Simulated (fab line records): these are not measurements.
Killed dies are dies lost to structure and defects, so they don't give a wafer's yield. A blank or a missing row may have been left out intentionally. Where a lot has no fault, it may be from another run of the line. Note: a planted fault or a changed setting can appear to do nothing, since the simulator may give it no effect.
Which tool was responsible? | flow berkeley cmos170 | 45 wafers sampled from 15 lots at 1 step of a route of 331

## WHAT THE GAUGES SHOWED, per wafer
No reading from a measuring or inspecting step in the record can be judged against a usual standard deviation.

## WHICH TOOL RAN EACH LOT (tool, then ch and the chambers of the sampled wafers, then the start)
lot  | UCB170_PVT_EXPOSE_03
L117 | krf scanner-02 ch 0, day 6 01:41
L120 | krf scanner-02 ch 0, day 6 07:32
L121 | krf scanner-02 ch 0, day 6 16:36
L122 | krf scanner-01 ch 0, day 6 16:49
L124 | krf scanner-01 ch 0, day 7 05:10
L123 | krf scanner-01, day 7 05:35
L125 | krf scanner-01, day 7 14:55
L127 | krf scanner-01, day 7 22:33
L126 | krf scanner-02 ch 0, day 7 22:52
L132 | krf scanner-01 ch 0, day 9 03:11
L136 | krf scanner-01 ch 0, day 9 19:20
L135 | krf scanner-01 ch 0, day 9 19:37
L139 | krf scanner-01 ch 0, day 10 05:43
L138 | krf scanner-01 ch 0, day 10 06:20
L140 | krf scanner-01 ch 0, day 10 13:58
- UCB170_PVT_EXPOSE_03: exposes mask NWELL, target cd 3000 nm.

## AS READ BY THE TOOLS THEMSELVES (means over the sampled wafers that have a number; for cases with no such wafer, the mark the record gives instead)
UCB170_PVT_EXPOSE_03.
lot  | tool           | exposure dose mJ cm2 | focus offset nm (nm)
L117 | krf scanner-02 | 29.980               | 0.2
L120 | krf scanner-02 | 30.003               | 0.6
L121 | krf scanner-02 | 29.971               | -0.6
L122 | krf scanner-01 | 30.003               | -0.4
L124 | krf scanner-01 | 29.977               | 0.1
L123 | krf scanner-01 | -                    | -
L125 | krf scanner-01 | -                    | -
L127 | krf scanner-01 | -                    | -
L126 | krf scanner-02 | 29.990               | -0.2
L132 | krf scanner-01 | 30.006               | -0.1
L136 | krf scanner-01 | 30.000               | 0.1
L135 | krf scanner-01 | 30.007               | 0.2
L139 | krf scanner-01 | 29.991               | 0.3
L138 | krf scanner-01 | 29.995               | -0.2
L140 | krf scanner-01 | 30.011               | -0.3

## THE ANSWER, worked out from the rows above alone
Rule: what is usual is taken from the lots themselves. Put in order of their means at a reading, lots are off if they are a third of the lots or fewer, leave a main group of 4 or more, and stand apart from it by a gap of 3 or more times the standard deviation of the main group's means; of several such gaps the widest counts. A main group is skipped when, at the precision printed for the reading in the tables above, its means are all equal. Also off: a lot with no number at a reading for which 4 or more lots have one. Where the step has rows for the other lots, those lots are counted as sound. Order of review: gauges by route order, followed by the tools' own readings, for which a lot's mean as printed above is used. The first step at which some lot is off is used, and at that step the reading that is off furthest; a lot without a number counts as furthest.
Off, at UCB170_PVT_EXPOSE_03 on exposure dose mJ cm2: L123, L125, L127. Without a number there: L123, L125, L127. Mean 29.994 and standard deviation 0.012 in the main group.
If a tool, at that step or one of the process steps before it, ran each lot that is off and ran no sound lot following the first of them, it fits. Not one of the candidates tried fits.

## WHAT THE SIMULATOR HAD INSERTED
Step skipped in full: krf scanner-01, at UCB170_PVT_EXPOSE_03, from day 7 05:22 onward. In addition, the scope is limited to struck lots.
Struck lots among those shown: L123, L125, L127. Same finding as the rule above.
